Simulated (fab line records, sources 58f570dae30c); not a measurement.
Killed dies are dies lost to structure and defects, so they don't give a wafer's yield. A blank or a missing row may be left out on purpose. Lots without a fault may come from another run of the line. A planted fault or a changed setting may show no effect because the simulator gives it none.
A sampling plan put to the test | flow berkeley_cmos170 | one fab line, 13 faults that these records tell of, each judged on the records of the lots that it struck
The plan is the line's own looks: the steps of the route at which a gauge or an inspection reads the wafer and doesn't change it. A look can be judged if struck wafers have a number there and the file gives its usual mean and standard deviation on fault-free wafers. Caught: at a look after the fault's first step, the mean of the struck wafers lies 4 or more of those standard deviations (sigma) from the usual mean. On the tool: the same test on the tool's own readings at the fault's steps. Another recipe on the struck wafers, or a record that is blank for them alone, also counts as caught.

THE FAULTS, as the simulator had put them in
1. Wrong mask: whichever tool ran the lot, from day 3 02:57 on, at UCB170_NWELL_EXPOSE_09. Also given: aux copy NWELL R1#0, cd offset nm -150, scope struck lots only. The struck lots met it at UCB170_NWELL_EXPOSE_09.
2. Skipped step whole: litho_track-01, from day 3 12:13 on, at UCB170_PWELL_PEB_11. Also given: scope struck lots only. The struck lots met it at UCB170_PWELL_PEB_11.
3. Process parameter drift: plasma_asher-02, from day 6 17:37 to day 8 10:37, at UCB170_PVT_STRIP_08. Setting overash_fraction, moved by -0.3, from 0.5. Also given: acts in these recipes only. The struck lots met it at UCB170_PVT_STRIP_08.
4. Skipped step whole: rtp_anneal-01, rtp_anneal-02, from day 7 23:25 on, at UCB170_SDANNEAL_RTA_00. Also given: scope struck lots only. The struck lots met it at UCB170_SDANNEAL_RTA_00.
5. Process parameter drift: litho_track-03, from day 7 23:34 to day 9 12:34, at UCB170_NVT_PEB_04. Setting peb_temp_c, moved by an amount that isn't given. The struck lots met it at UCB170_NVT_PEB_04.
6. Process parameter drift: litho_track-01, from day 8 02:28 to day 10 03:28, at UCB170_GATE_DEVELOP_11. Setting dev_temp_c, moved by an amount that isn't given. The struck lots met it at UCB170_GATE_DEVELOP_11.
7. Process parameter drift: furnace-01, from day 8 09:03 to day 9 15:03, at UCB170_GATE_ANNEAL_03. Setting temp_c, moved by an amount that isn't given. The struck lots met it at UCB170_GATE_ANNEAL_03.
8. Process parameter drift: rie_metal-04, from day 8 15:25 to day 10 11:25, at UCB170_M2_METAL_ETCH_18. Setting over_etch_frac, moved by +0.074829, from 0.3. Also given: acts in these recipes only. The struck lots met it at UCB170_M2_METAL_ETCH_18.
9. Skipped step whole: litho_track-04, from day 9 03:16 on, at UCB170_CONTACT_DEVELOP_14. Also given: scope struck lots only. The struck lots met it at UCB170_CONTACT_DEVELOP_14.
10. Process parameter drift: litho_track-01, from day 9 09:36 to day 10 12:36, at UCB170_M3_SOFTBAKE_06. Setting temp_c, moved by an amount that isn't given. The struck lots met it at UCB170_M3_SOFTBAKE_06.
11. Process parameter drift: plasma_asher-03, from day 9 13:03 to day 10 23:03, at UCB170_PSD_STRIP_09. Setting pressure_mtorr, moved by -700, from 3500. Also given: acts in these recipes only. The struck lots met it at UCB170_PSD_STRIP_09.
12. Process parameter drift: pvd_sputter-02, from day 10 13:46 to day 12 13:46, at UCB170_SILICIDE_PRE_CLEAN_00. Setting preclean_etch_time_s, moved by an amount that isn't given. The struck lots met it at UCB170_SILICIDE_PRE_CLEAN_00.
13. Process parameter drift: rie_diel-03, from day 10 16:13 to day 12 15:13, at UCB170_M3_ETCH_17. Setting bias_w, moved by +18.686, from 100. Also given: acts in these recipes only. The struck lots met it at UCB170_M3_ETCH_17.

WHAT THE PLAN SAW
fault | on the tool itself                               | first look that catches it                      | reading, sigma                                                     | median hours from its first step to that look | hours from the fault's start to the first struck lot there | judged looks passed uncaught
1     | no reading that can be judged                    | none of the 3 looks that can be judged after it | strongest: SCREENOX_OXIDE_THK at UCB170_SCREENOX_THK_MEAS_02, +2.2 | -                                             | -                                                          | 3
2     | the tool's record is blank for the struck wafers | no look after it can be judged                  | -                                                                  | -                                             | -                                                          | 0
3     | oes_product_au +28 sigma                         | no look after it can be judged                  | -                                                                  | -                                             | -                                                          | 0
4     | the tool's record is blank for the struck wafers | no look after it can be judged                  | -                                                                  | -                                             | -                                                          | 0
5     | heater_power_total_W +94 sigma                   | not the one look that can be judged after it    | -                                                                  | -                                             | -                                                          | 1
6     | developer_temp_C -20 sigma                       | not the one look that can be judged after it    | -                                                                  | -                                             | -                                                          | 1
7     | tube_center_temp_C -99 or beyond sigma           | no look after it can be judged                  | -                                                                  | -                                             | -                                                          | 0
8     | only faintly: oes_product_au -2.2 sigma          | no look after it can be judged                  | -                                                                  | -                                             | -                                                          | 0
9     | the tool's record is blank for the struck wafers | no look after it can be judged                  | -                                                                  | -                                             | -                                                          | 0
10    | heater_power_total_W -18 sigma                   | not the one look that can be judged after it    | -                                                                  | -                                             | -                                                          | 1
11    | chamber_pressure_mTorr -99 or beyond sigma       | no look after it can be judged                  | -                                                                  | -                                             | -                                                          | 0
12    | no reading that can be judged                    | no look after it can be judged                  | -                                                                  | -                                             | -                                                          | 0
13    | bias_w +62 sigma                                 | no look after it can be judged                  | -                                                                  | -                                             | -                                                          | 0
A dash: the fault isn't caught, or these records don't give the number.

Caught at a look: 0 of 13. Caught on the tool: 10 of 13. By one or the other: 10 of 13.
Caught on the tool alone: faults 2, 3, 4, 5, 6, 7, 9, 10, 11, 13.
Caught by neither: faults 1, 8, 12.
